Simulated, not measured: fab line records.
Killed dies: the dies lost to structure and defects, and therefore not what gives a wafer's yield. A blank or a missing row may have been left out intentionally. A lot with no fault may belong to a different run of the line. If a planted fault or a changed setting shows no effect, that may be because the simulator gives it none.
Struck lot and sound lot, side by side / flow berkeleyCmos170 / 17 out of 331 route steps
Sound: the wafers L310.2, L310.4, L310.5. Wafers L320.1, L320.2, L320.4 were the ones struck. At the end, the cause is stated.
At each step with rows: each side's tool, then ch and its chambers, then its first start. Under that, the readings that differ: sound wafers / struck wafers / difference of the means / sigmas: that difference in standard deviations of wafers without a fault.
alike: same words and numbers on both sides, and readings whose means sit less than 2 such deviations apart. not compared: any withheld reading, any reading some wafer has no value for, any bound like >300 that may hide the same value, and any number with overlapping values for which the record gives no deviation.
A row with sigmas, a row that says differs or no value, or rows on one side alone: a step with any of these is where the two part. Numbers that have no deviation but don't overlap get no sigmas and don't part them. Lack of a reading on every wafer of one side parts them only where that side has two or more wafers.

first, 5 steps without rows for these wafers: UCB170_NLDD_COAT_01 (resist thk 900 nm); UCB170_NLDD_SOFTBAKE_02 (time 60 s); UCB170_NLDD_EXPOSE_03 (exposes mask NSELECT, target cd 1200 nm); UCB170_NLDD_PEB_04; UCB170_NLDD_DEVELOP_05 (develop time 45 s).
UCB170_NLDD_CD_MEAS_06 targets a cd of 1200 nm.
  struck on cdSem-01, day 10 04:43; sound on cdSem-02, day 7 16:50
  alike: cdNm
UCB170_NLDD_OVL_MEAS_07:
  struck on overlay-01, day 10 04:50; sound on overlay-02, day 7 16:57
  alike: NLDD_OVL
then, 2 steps without rows for these wafers: UCB170_NLDD_IMPLANT_08; UCB170_NLDD_IMPLANT_09.
UCB170_NLDD_STRIP_10: strips in O2.
  sound on plasmaAsher-03 ch 0,1, day 7 17:17; struck on plasmaAsher-01 ch 0,1, day 10 05:10
  alike: chamberPressureMTorr, drypumpMotorCurrentA, oesProductAu, stripTimeToEndpointS
  not compared: rfHoursCounterH
UCB170_NLDD_TW_MEAS_11:
  struck on filmMetro-03, day 10 05:16; sound on filmMetro-02, day 7 17:23
  alike: NLDD_TW
then, 1 step without rows for these wafers: UCB170_NLDD_CLEAN_12 (cleans in SPM, time 600 s).
UCB170_SPACER_CVD_00: deposits SiO2 from TEOS/O2, target thk 376 nm, time 47 s.
  sound on pecvd-02 ch 0,2, day 7 17:38; struck on pecvd-01 ch 0,2, day 10 05:38
reading=model.SiO2_of_SPACER_CVD_00.thkNm (nm); sound=375.8 380.6 377.9; struck=411.4 419.5 425.2; difference=+40.6; sigmas=
  alike: heaterPowerW
UCB170_SPACER_THK_MEAS_01:
  struck on filmMetro-01, day 10 05:41; sound on filmMetro-04, day 7 17:41
reading=SPACER_TEOS_THK (nm); sound=376 380 378; struck=411 419 425; difference=+40; sigmas=+9
then, 1 step without rows for these wafers: UCB170_SPACER_ANNEAL_02 (time 1800 s).
UCB170_SPACER_ETCHBACK_03: etches SiO2 in CHF3/CF4/Ar, stops on Si, target depth 376 nm, time 100 s.
  sound on rieDiel-04 ch 1,2,3, day 7 21:29; struck on rieDiel-02 ch 1,2,3, day 10 09:53
reading=oesProductAu (a.u.); sound=0.879 0.914 0.885; struck=0.974 0.983 0.997; difference=+0.092; sigmas=+6
reading=model.etch.depthNm (nm); sound=375.8 380.6 377.9; struck=411.4 419.5 425.2; difference=+40.6; sigmas=
  alike: CHF3_flow_sccm, chamberPressureMTorr, drypumpMotorCurrentA, throttleValvePct
  not compared: rfHoursCounterH
then, 1 step without rows for these wafers: UCB170_PSD_HMDS_00 (prime time 60 s).

WHERE THEY PART
First at UCB170_SPACER_THK_MEAS_01; last, within this record, at UCB170_SPACER_ETCHBACK_03.

WHY: whatever the simulator had introduced
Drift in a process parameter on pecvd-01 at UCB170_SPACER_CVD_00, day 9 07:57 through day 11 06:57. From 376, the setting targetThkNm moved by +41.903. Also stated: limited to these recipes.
